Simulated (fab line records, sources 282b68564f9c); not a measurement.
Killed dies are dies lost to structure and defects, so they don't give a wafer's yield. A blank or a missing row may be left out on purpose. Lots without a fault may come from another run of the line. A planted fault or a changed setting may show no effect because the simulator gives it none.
One fault seen from 2 desks | flow rit_cmos | each desk has only its own numbers; what lay behind them comes last

THE TOOL OWNER'S DESK: iline_stepper-02
The tool's own readings at RIT_CONTACT_EXPOSE_05 (exposes mask M11, target cd 1000 nm): means of the sampled wafers that have a number, for each lot that ran on this tool. A lot is out of limits, marked OUT, if its mean lies more than 4 standard deviations from the usual mean; the brackets give that distance.
Columns: A = exposure_dose_mJ_cm2 at RIT_CONTACT_EXPOSE_05, usual 249.94; B = focus_offset_nm at RIT_CONTACT_EXPOSE_05, usual 0.0 nm
lot  | first seen here | A      | B
L130 | day 4 20:26     | 249.93 | 0.0
L136 | day 6 07:21     | 249.88 | 0.2
L141 | day 7 03:13     | 250.09 | -0.3
L143 | day 7 13:47     | 249.91 | 0.2
This desk's finding: nothing out of limits on any of the 4 lots.

THE METROLOGY DESK
What the gauges read, lot by lot, whatever tool the lot ran on: means of the sampled wafers that have a number. A lot is out of limits, marked OUT, if its mean lies more than 4 standard deviations from the usual mean; the brackets give that distance.
Columns: A = SILICIDE_TI_RS at RIT_SILICIDE_RS_MEAS_02, usual 47.8 ohm/sq; B = SILICIDE_TI_THK at RIT_SILICIDE_THK_MEAS_03, usual 29.9 nm; C = CONTACT_TEOS_THK at RIT_CONTACT_THK_MEAS_01, usual 400 nm
lot  | first seen here | A    | B    | C
L130 | day 4 19:31     | 48.7 | 29.6 | 400
L132 | day 5 09:54     | 47.6 | 29.8 | 396
L137 | day 6 05:49     | 47.7 | 29.9 | 401
L136 | day 6 06:19     | 47.7 | 29.9 | 403
L141 | day 7 02:10     | 48.1 | 29.6 | 397
L143 | day 7 12:45     | 47.9 | 29.8 | 399
L144 | day 7 17:15     | 47.2 | 30.0 | 402
This desk's finding: nothing out of limits on any of the 7 lots.

PUT TOGETHER
The tool owner's desk saw nothing out of limits.
The metrology desk saw nothing out of limits.

WHAT THE SIMULATOR HAD PUT IN
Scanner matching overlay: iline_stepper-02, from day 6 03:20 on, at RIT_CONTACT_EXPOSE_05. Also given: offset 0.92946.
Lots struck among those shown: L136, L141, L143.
